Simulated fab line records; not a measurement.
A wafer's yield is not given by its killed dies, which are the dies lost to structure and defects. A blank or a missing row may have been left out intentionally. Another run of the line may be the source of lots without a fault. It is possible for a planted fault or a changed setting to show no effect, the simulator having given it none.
Lot-split experiment || flow berkeleyCmos170 || route with 331 steps; 5 lots, 23 wafers read

== THE SPLIT ==
At UCB170_GATE_COAT_07 (resist thk 900 nm), the setting spinRpm was moved away from the recipe's 1500 rpm on 8 of the 23 wafers read, by -2.5% to +6.7%. All remaining wafers had this setting at the recipe value.

Reading taken at the split's own step.

== THE READING ==
KrF_of_GATE_COAT_07.thkNm (the simulator's own value, which no gauge read), in nm, at UCB170_GATE_COAT_07 (resist thk 900 nm). No usual value for it is given in the file. Across the 15 wafers here that went through the recipe, the average is 899.4 nm and the standard deviation 1.9 nm.

{"wafer": "L077.1", "tool, chamber at the split": "lithoTrack-04, 0", "spinRpm as run, rpm": 1601, "against the recipe": "+6.7%", "KrF_of_GATE_COAT_07.thkNm, nm": 868.8, "against lot-mates on the recipe": -27.7}
{"wafer": "L077.2", "tool, chamber at the split": "lithoTrack-04, 0", "spinRpm as run, rpm": 1500, "against the recipe": "recipe", "KrF_of_GATE_COAT_07.thkNm, nm": 895.7, "against lot-mates on the recipe": "-"}
{"wafer": "L077.3", "tool, chamber at the split": "lithoTrack-04, 0", "spinRpm as run, rpm": 1601, "against the recipe": "+6.7%", "KrF_of_GATE_COAT_07.thkNm, nm": 865.2, "against lot-mates on the recipe": -31.3}
{"wafer": "L077.4", "tool, chamber at the split": "lithoTrack-04, 0", "spinRpm as run, rpm": 1500, "against the recipe": "recipe", "KrF_of_GATE_COAT_07.thkNm, nm": 897.3, "against lot-mates on the recipe": "-"}
{"wafer": "L077.5", "tool, chamber at the split": "lithoTrack-04, 0", "spinRpm as run, rpm": 1601, "against the recipe": "+6.7%", "KrF_of_GATE_COAT_07.thkNm, nm": 868.4, "against lot-mates on the recipe": -28.1}
{"wafer": "L074.1", "tool, chamber at the split": "lithoTrack-03, 0", "spinRpm as run, rpm": 1588, "against the recipe": "+5.9%", "KrF_of_GATE_COAT_07.thkNm, nm": 873.3, "against lot-mates on the recipe": -25.3}
{"wafer": "L074.2", "tool, chamber at the split": "lithoTrack-03, 0", "spinRpm as run, rpm": 1500, "against the recipe": "recipe", "KrF_of_GATE_COAT_07.thkNm, nm": 900, "against lot-mates on the recipe": "-"}
{"wafer": "L074.3", "tool, chamber at the split": "lithoTrack-03, 0", "spinRpm as run, rpm": 1500, "against the recipe": "recipe", "KrF_of_GATE_COAT_07.thkNm, nm": 898.8, "against lot-mates on the recipe": "-"}
{"wafer": "L074.4", "tool, chamber at the split": "lithoTrack-03, 0", "spinRpm as run, rpm": 1500, "against the recipe": "recipe", "KrF_of_GATE_COAT_07.thkNm, nm": 897.1, "against lot-mates on the recipe": "-"}
{"wafer": "L074.5", "tool, chamber at the split": "lithoTrack-03, 0", "spinRpm as run, rpm": 1588, "against the recipe": "+5.9%", "KrF_of_GATE_COAT_07.thkNm, nm": 875.1, "against lot-mates on the recipe": -23.5}
{"wafer": "L079.2", "tool, chamber at the split": "lithoTrack-02, 0", "spinRpm as run, rpm": 1500, "against the recipe": "recipe", "KrF_of_GATE_COAT_07.thkNm, nm": 899.4, "against lot-mates on the recipe": "-"}
{"wafer": "L079.4", "tool, chamber at the split": "lithoTrack-02, 0", "spinRpm as run, rpm": 1500, "against the recipe": "recipe", "KrF_of_GATE_COAT_07.thkNm, nm": 899.5, "against lot-mates on the recipe": "-"}
{"wafer": "L079.5", "tool, chamber at the split": "lithoTrack-02, 0", "spinRpm as run, rpm": 1500, "against the recipe": "recipe", "KrF_of_GATE_COAT_07.thkNm, nm": 902.4, "against lot-mates on the recipe": "-"}
{"wafer": "L078.2", "tool, chamber at the split": "lithoTrack-04, 0", "spinRpm as run, rpm": 1500, "against the recipe": "recipe", "KrF_of_GATE_COAT_07.thkNm, nm": 900.4, "against lot-mates on the recipe": "-"}
{"wafer": "L078.3", "tool, chamber at the split": "lithoTrack-04, 0", "spinRpm as run, rpm": 1500, "against the recipe": "recipe", "KrF_of_GATE_COAT_07.thkNm, nm": 900.4, "against lot-mates on the recipe": "-"}
{"wafer": "L078.4", "tool, chamber at the split": "lithoTrack-04, 0", "spinRpm as run, rpm": 1500, "against the recipe": "recipe", "KrF_of_GATE_COAT_07.thkNm, nm": 898.6, "against lot-mates on the recipe": "-"}
{"wafer": "L078.5", "tool, chamber at the split": "lithoTrack-04, 0", "spinRpm as run, rpm": 1500, "against the recipe": "recipe", "KrF_of_GATE_COAT_07.thkNm, nm": 899.5, "against lot-mates on the recipe": "-"}
{"wafer": "L078.6", "tool, chamber at the split": "lithoTrack-04, 0", "spinRpm as run, rpm": 1500, "against the recipe": "recipe", "KrF_of_GATE_COAT_07.thkNm, nm": 899.9, "against lot-mates on the recipe": "-"}
{"wafer": "L083.1", "tool, chamber at the split": "lithoTrack-04, 0", "spinRpm as run, rpm": 1463, "against the recipe": "-2.5%", "KrF_of_GATE_COAT_07.thkNm, nm": 914, "against lot-mates on the recipe": "+13.0"}
{"wafer": "L083.2", "tool, chamber at the split": "lithoTrack-04, 0", "spinRpm as run, rpm": 1500, "against the recipe": "recipe", "KrF_of_GATE_COAT_07.thkNm, nm": 903.3, "against lot-mates on the recipe": "-"}
{"wafer": "L083.3", "tool, chamber at the split": "lithoTrack-04, 0", "spinRpm as run, rpm": 1500, "against the recipe": "recipe", "KrF_of_GATE_COAT_07.thkNm, nm": 898.7, "against lot-mates on the recipe": "-"}
{"wafer": "L083.4", "tool, chamber at the split": "lithoTrack-04, 0", "spinRpm as run, rpm": 1463, "against the recipe": "-2.5%", "KrF_of_GATE_COAT_07.thkNm, nm": 910.9, "against lot-mates on the recipe": "+9.9"}
{"wafer": "L083.6", "tool, chamber at the split": "lithoTrack-04, 0", "spinRpm as run, rpm": 1463, "against the recipe": "-2.5%", "KrF_of_GATE_COAT_07.thkNm, nm": 912.8, "against lot-mates on the recipe": "+11.8"}

THE FIT
A straight line over all 23 wafers: KrF_of_GATE_COAT_07.thkNm changes by -4.69 nm for each +1% of spinRpm; r = -0.99; the points scatter about the line by 2 nm.
The same after taking each lot's own level away (the mean of its wafers on the recipe; 23 wafers): -4.32 nm for each +1%; r = -0.99; scatter 1.4 nm.
Per that fit: largest spinRpm move, reading shift of 29 nm.
From 896.50 to 901.00 nm: that is the span of the lots' own levels, equal to 2.4 times the standard deviation above.
So the lot-to-lot level changes the slope little: the two slopes agree.
Check: for one of the wafers moved furthest among these (+6.7%), held out of the fit, the line's prediction against its lot-mates is -29.2 nm. Against them it came out at -27.7 nm.

== FURTHER SPLITS ON THESE WAFERS ==
Other splits were also applied to these wafers ahead of the reading. Each is held against what the fit with the lots' levels taken away leaves over:
{"other split on the same wafers": "UCB170_ZERO_COAT_01 spinRpm", "wafers away from the commonest value": 5, "r with KrF_of_GATE_COAT_07.thkNm (lot level and that fit taken away)": -0.11}
{"other split on the same wafers": "UCB170_ZERO_STRIP_07 o2FlowSccm", "wafers away from the commonest value": 2, "r with KrF_of_GATE_COAT_07.thkNm (lot level and that fit taken away)": -0.20}
{"other split on the same wafers": "UCB170_ACTIVE_OXIDATION_02 tempC", "wafers away from the commonest value": 15, "r with KrF_of_GATE_COAT_07.thkNm (lot level and that fit taken away)": -0.14}
{"other split on the same wafers": "UCB170_PFIELD_IMPLANT_07 energyKev", "wafers away from the commonest value": 11, "r with KrF_of_GATE_COAT_07.thkNm (lot level and that fit taken away)": -0.26}
{"other split on the same wafers": "UCB170_NVT_COAT_01 resistThkNm", "wafers away from the commonest value": 9, "r with KrF_of_GATE_COAT_07.thkNm (lot level and that fit taken away)": -0.02}
{"other split on the same wafers": "UCB170_NVT_IMPLANT_07 doseCm2", "wafers away from the commonest value": 5, "r with KrF_of_GATE_COAT_07.thkNm (lot level and that fit taken away)": "+0.24"}
{"other split on the same wafers": "UCB170_GATE_OXIDATION_01 oxTimeS", "wafers away from the commonest value": 10, "r with KrF_of_GATE_COAT_07.thkNm (lot level and that fit taken away)": -0.13}

== THE FILE'S OWN FIT ==
KrF_of_GATE_COAT_07.thkNm changes by -4.28 nm for each +1% of spinRpm, r = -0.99.
